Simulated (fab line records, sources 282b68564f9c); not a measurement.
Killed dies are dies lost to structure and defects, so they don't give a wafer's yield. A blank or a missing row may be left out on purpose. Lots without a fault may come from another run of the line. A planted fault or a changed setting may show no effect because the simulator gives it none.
Which tool did it? | flow rit_cmos | 7 lots, 21 wafers sampled, at 2 steps of a route of 202

WHAT THE GAUGES READ, wafer by wafer
RIT_ACTIVE_THK_MEAS_04.
lot  | measured    | on            | ACTIVE_NITRIDE_THK (nm)
L957 | day 2 04:32 | film_metro-01 | 154.3 153.0 152.1
L959 | day 2 14:33 | film_metro-03 | 153.8 154.2 154.2
L961 | day 3 00:32 | film_metro-03 | 151.2 152.6 150.9
L963 | day 3 10:32 | film_metro-04 | 149.2 149.7 149.9
L970 | day 4 21:55 | film_metro-03 | 234.9 236.2 235.1
L973 | day 5 12:32 | film_metro-03 | 152.4 151.4 152.8
L977 | day 6 08:32 | film_metro-03 | 147.2 148.9 147.5

WHICH TOOL RAN EACH LOT (tool, then ch and the chambers of the sampled wafers, then the start)
lot  | RIT_ACTIVE_CVD_03
L957 | lpcvd-01 ch 0, day 2 03:07
L959 | lpcvd-01 ch 0, day 2 13:07
L961 | lpcvd-01 ch 1, day 2 23:07
L963 | lpcvd-02 ch 1, day 3 09:07
L970 | lpcvd-01 ch 0, day 4 20:31
L973 | lpcvd-02 ch 1, day 5 11:07
L977 | lpcvd-02 ch 0, day 6 07:07
- RIT_ACTIVE_CVD_03: deposits Si3N4 from SiH2Cl2/NH3, target thk 150 nm, time 1500 s.

THE ANSWER, worked out from the rows above alone
Rule: what is usual is taken from the lots themselves. Put in order of their means at a reading, lots are off if they are a third of the lots or fewer, leave a main group of 4 or more, and stand apart from it by a gap of 3 or more times the standard deviation of the main group's means; of several such gaps the widest counts. A main group whose means are all the same, to the digits that the tables above print for the reading, isn't used. A lot without any number at a reading at which 4 lots or more have one is off too. The other lots that the step has rows for count as sound.
Off: L970, at RIT_ACTIVE_THK_MEAS_04 (ACTIVE_NITRIDE_THK). The main group: mean 151.4 nm, standard deviation 2.1.
A tool fits if, at a process step before that reading, it ran every lot that is off, and no sound lot after the first of them. The gauges at RIT_ACTIVE_THK_MEAS_04 are tried like those tools. One fits: lpcvd-01 at RIT_ACTIVE_CVD_03. Its last sound lot is L961 (day 2 23:07), its first lot that is off L970 (day 4 20:31): a fault that began between those two fits.

WHAT THE SIMULATOR HAD PUT IN
Process parameter drift: lpcvd-01, from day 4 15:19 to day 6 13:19, at RIT_ACTIVE_CVD_03. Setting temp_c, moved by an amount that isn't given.
Lots struck among those shown: L970. The rule above found the same.
